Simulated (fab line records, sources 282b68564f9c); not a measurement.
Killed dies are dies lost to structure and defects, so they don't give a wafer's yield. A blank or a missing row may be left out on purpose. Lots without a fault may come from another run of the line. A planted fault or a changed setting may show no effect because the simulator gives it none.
Problem report in the 8D (eight disciplines) form, filled by code | flow rit_cmos | the parts of the form that need people (team, actions taken, sign-off) are left out

1. THE PROBLEM
NSD_TW at RIT_NSD_TW_MEAS_10 reads a mean of 30 on 6 wafers of 2 lots; wafers without a fault read 3088 with a standard deviation of 16. That is -99 or more standard deviations from the usual mean.
First seen on wafer L510.2, day 6 11:24, on film_metro-01. The record holds 42 wafers of 14 lots with a number at this step. Rule for "out", or "out of limits": more than 4 standard deviations from the usual mean. The other wafers with a number count as sound.

2. WHAT IT IS AND WHAT IT IS NOT
question                    | is                           | is not
which readings at this step | NSD_TW                       | -
which lots                  | L510, L512                   | L494, L495, L496, L498, L500, L502, L503, L504, L506, L509, L513, L515
which wafers of those lots  | all that have a number       | -
read on which gauges        | film_metro-01, film_metro-02 | film_metro-04
when                        | from day 6 11:24             | up to then (30 sound wafers); but 6 sound wafers of L513, L515 came after

3. SUSPECTS, AND WHAT RULES EACH OUT
Counting: a tool at a process step up to the reading stays a suspect if it ran every lot that is out and no sound lot after the first of them.
- the gauge at RIT_NSD_TW_MEAS_10: ruled out. The wafers that are out were read on 2 gauges (film_metro-01, film_metro-02).
- litho_track-04 at RIT_NSD_DEVELOP_05 (develop time 50 s): kept. It ran every lot that is out, first L510 (day 6 10:00), and no sound lot after that; its last sound lot up to then is L509 (day 6 07:00).
Left after counting: litho_track-04 at RIT_NSD_DEVELOP_05.

4. THE CAUSE (what the simulator had put in)
Process parameter drift: litho_track-04, from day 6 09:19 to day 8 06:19, at RIT_NSD_DEVELOP_05. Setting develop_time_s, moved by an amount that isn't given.
Counting left only this tool.

5. THE CHAIN OF EFFECTS, in route order
Each row: a reading whose mean over the struck wafers that have a number lies more than 3 standard deviations from the usual. Only readings for which the record gives a usual standard deviation are gone through. hours: the time from each lot's start at the first step in this table that gives one to its start at this step, as a median over the lots. sigmas: the change in usual standard deviations.
hours | step               | reading | usual | on struck wafers | change | sigmas
0     | RIT_NSD_TW_MEAS_10 | NSD_TW  | 3088  | 30               | -3058  | -99 or more

6. WHAT WOULD HAVE CAUGHT IT SOONER
In this record the first reading out of limits at a measuring or inspecting step was taken at day 6 11:24, 2 hours after the fault began at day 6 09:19.
Of the lots that are out (2), L512 began RIT_NSD_DEVELOP_05 on litho_track-04 after day 6 11:24. A hold on the tool at that time would have spared it.
